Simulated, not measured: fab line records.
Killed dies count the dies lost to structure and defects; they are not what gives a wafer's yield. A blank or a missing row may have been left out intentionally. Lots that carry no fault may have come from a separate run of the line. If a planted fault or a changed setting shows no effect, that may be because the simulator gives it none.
Which tool did it? :: flow rit-cmos :: 14 lots, 42 wafers sampled, at 3 steps of a route of 202

## WHAT EACH GAUGE READ, for each wafer
RIT_SILICIDE_RS_MEAS_02: measurement is done with a four-point probe.
lot: L475
measured: day 3 04:26
on: film-metro-04
SILICIDE_TI_RS (ohm/sq): 49.0 49.7 49.3

lot: L476
measured: day 3 11:14
on: film-metro-03
SILICIDE_TI_RS (ohm/sq): 49.8 49.8 49.2

lot: L477
measured: day 3 13:52
on: film-metro-04
SILICIDE_TI_RS (ohm/sq): 49.9 49.8 49.8

lot: L478
measured: day 3 21:28
on: film-metro-02
SILICIDE_TI_RS (ohm/sq): 50.5 51.1 51.1

lot: L480
measured: day 4 08:29
on: film-metro-02
SILICIDE_TI_RS (ohm/sq): 49.6 50.3 50.1

lot: L481
measured: day 4 13:44
on: film-metro-04
SILICIDE_TI_RS (ohm/sq): 50.3 49.9 49.4

lot: L483
measured: day 5 02:25
on: film-metro-02
SILICIDE_TI_RS (ohm/sq): 50.3 49.7 49.4

lot: L484
measured: day 5 08:10
on: film-metro-02
SILICIDE_TI_RS (ohm/sq): 49.9 49.8 50.4

lot: L488
measured: day 6 06:08
on: film-metro-04
SILICIDE_TI_RS (ohm/sq): 49.7 43.3 50.1

lot: L490
measured: day 6 17:00
on: film-metro-02
SILICIDE_TI_RS (ohm/sq): 50.2 42.6 49.9

lot: L493
measured: day 7 00:47
on: film-metro-03
SILICIDE_TI_RS (ohm/sq): 48.2 48.1 48.4

lot: L494
measured: day 7 07:18
on: film-metro-03
SILICIDE_TI_RS (ohm/sq): 49.7 50.2 49.5

lot: L496
measured: day 7 13:20
on: film-metro-02
SILICIDE_TI_RS (ohm/sq): 49.3 49.5 49.4

lot: L498
measured: day 7 23:29
on: film-metro-04
SILICIDE_TI_RS (ohm/sq): 48.8 48.6 48.6

RIT_SILICIDE_THK_MEAS_03: measures by xrf.
lot: L475
measured: day 3 04:33
on: film-metro-04
SILICIDE_TI_THK (nm): 29.6 29.2 29.5

lot: L476
measured: day 3 11:21
on: film-metro-03
SILICIDE_TI_THK (nm): 29.1 29.0 29.4

lot: L477
measured: day 3 13:58
on: film-metro-04
SILICIDE_TI_THK (nm): 29.0 29.2 29.1

lot: L478
measured: day 3 21:34
on: film-metro-02
SILICIDE_TI_THK (nm): 28.8 28.5 28.6

lot: L480
measured: day 4 08:35
on: film-metro-02
SILICIDE_TI_THK (nm): 29.0 28.9 29.0

lot: L481
measured: day 4 13:51
on: film-metro-04
SILICIDE_TI_THK (nm): 29.1 29.1 29.4

lot: L483
measured: day 5 02:31
on: film-metro-02
SILICIDE_TI_THK (nm): 28.9 29.1 29.3

lot: L484
measured: day 5 08:17
on: film-metro-02
SILICIDE_TI_THK (nm): 29.2 29.0 28.9

lot: L488
measured: day 6 06:15
on: film-metro-04
SILICIDE_TI_THK (nm): 29.4 33.0 29.2

lot: L490
measured: day 6 17:07
on: film-metro-02
SILICIDE_TI_THK (nm): 29.0 33.1 29.3

lot: L493
measured: day 7 00:55
on: film-metro-03
SILICIDE_TI_THK (nm): 30.0 29.9 29.8

lot: L494
measured: day 7 07:25
on: film-metro-03
SILICIDE_TI_THK (nm): 29.1 29.0 29.1

lot: L496
measured: day 7 13:27
on: film-metro-02
SILICIDE_TI_THK (nm): 29.4 29.5 29.3

lot: L498
measured: day 7 23:35
on: film-metro-04
SILICIDE_TI_THK (nm): 29.6 29.7 29.9

## TOOL THAT RAN EACH LOT (tool first, then ch and the chambers of the sampled wafers, then the start)
lot: L475
RIT_SILICIDE_SPUTTER_01: pvd-sputter-03, day 3 04:17

lot: L476
RIT_SILICIDE_SPUTTER_01: pvd-sputter-03, day 3 11:04

lot: L477
RIT_SILICIDE_SPUTTER_01: pvd-sputter-02, day 3 13:41

lot: L478
RIT_SILICIDE_SPUTTER_01: pvd-sputter-03, day 3 21:16

lot: L480
RIT_SILICIDE_SPUTTER_01: pvd-sputter-03, day 4 08:18

lot: L481
RIT_SILICIDE_SPUTTER_01: pvd-sputter-01, day 4 13:35

lot: L483
RIT_SILICIDE_SPUTTER_01: pvd-sputter-01, day 5 02:14

lot: L484
RIT_SILICIDE_SPUTTER_01: pvd-sputter-03, day 5 08:01

lot: L488
RIT_SILICIDE_SPUTTER_01: pvd-sputter-03, day 6 05:58

lot: L490
RIT_SILICIDE_SPUTTER_01: pvd-sputter-03, day 6 16:51

lot: L493
RIT_SILICIDE_SPUTTER_01: pvd-sputter-02, day 7 00:38

lot: L494
RIT_SILICIDE_SPUTTER_01: pvd-sputter-01, day 7 07:08

lot: L496
RIT_SILICIDE_SPUTTER_01: pvd-sputter-01, day 7 13:11

lot: L498
RIT_SILICIDE_SPUTTER_01: pvd-sputter-02, day 7 23:17
- RIT_SILICIDE_SPUTTER_01: material Ti, target thk 30 nm, time 240 s.

## AS READ BY THE TOOLS THEMSELVES (means over the sampled wafers that have a number; for cases with no such wafer, the mark the record gives instead)
RIT_SILICIDE_SPUTTER_01.
lot: L475
tool: pvd-sputter-03
throttle-valve-pct (%): 29.5

lot: L476
tool: pvd-sputter-03
throttle-valve-pct (%): 29.7

lot: L477
tool: pvd-sputter-02
throttle-valve-pct (%): 30.5

lot: L478
tool: pvd-sputter-03
throttle-valve-pct (%): 30.6

lot: L480
tool: pvd-sputter-03
throttle-valve-pct (%): 31.5

lot: L481
tool: pvd-sputter-01
throttle-valve-pct (%): 29.5

lot: L483
tool: pvd-sputter-01
throttle-valve-pct (%): 29.8

lot: L484
tool: pvd-sputter-03
throttle-valve-pct (%): 30.3

lot: L488
tool: pvd-sputter-03
throttle-valve-pct (%): 30.5

lot: L490
tool: pvd-sputter-03
throttle-valve-pct (%): 29.6

lot: L493
tool: pvd-sputter-02
throttle-valve-pct (%): 31.3

lot: L494
tool: pvd-sputter-01
throttle-valve-pct (%): 29.2

lot: L496
tool: pvd-sputter-01
throttle-valve-pct (%): 29.8

lot: L498
tool: pvd-sputter-02
throttle-valve-pct (%): 30.4

## THE ANSWER, worked out from the rows above alone
Rule: the lots themselves supply what counts as usual. Put in order of their means at a reading, lots are off if they are a third of the lots or fewer, leave a main group of 4 or more, and stand apart from it by a gap of 3 or more times the standard deviation of the main group's means; of several such gaps the widest counts. The tables above print the reading to a certain number of digits; a main group whose means all agree to those digits is not used. Also off: a lot with no number at a reading for which 4 or more lots have one. All remaining lots with rows at the step are treated as sound. Order of review: gauges by route order, followed by the tools' own readings, for which a lot's mean as printed above is used. The first step at which some lot is off is used, and at that step the reading that is off furthest; a lot without a number counts as furthest.
Across all readings shown, no lot is off: no conclusion can be drawn from this.

## WHAT WAS PUT IN BY THE SIMULATOR
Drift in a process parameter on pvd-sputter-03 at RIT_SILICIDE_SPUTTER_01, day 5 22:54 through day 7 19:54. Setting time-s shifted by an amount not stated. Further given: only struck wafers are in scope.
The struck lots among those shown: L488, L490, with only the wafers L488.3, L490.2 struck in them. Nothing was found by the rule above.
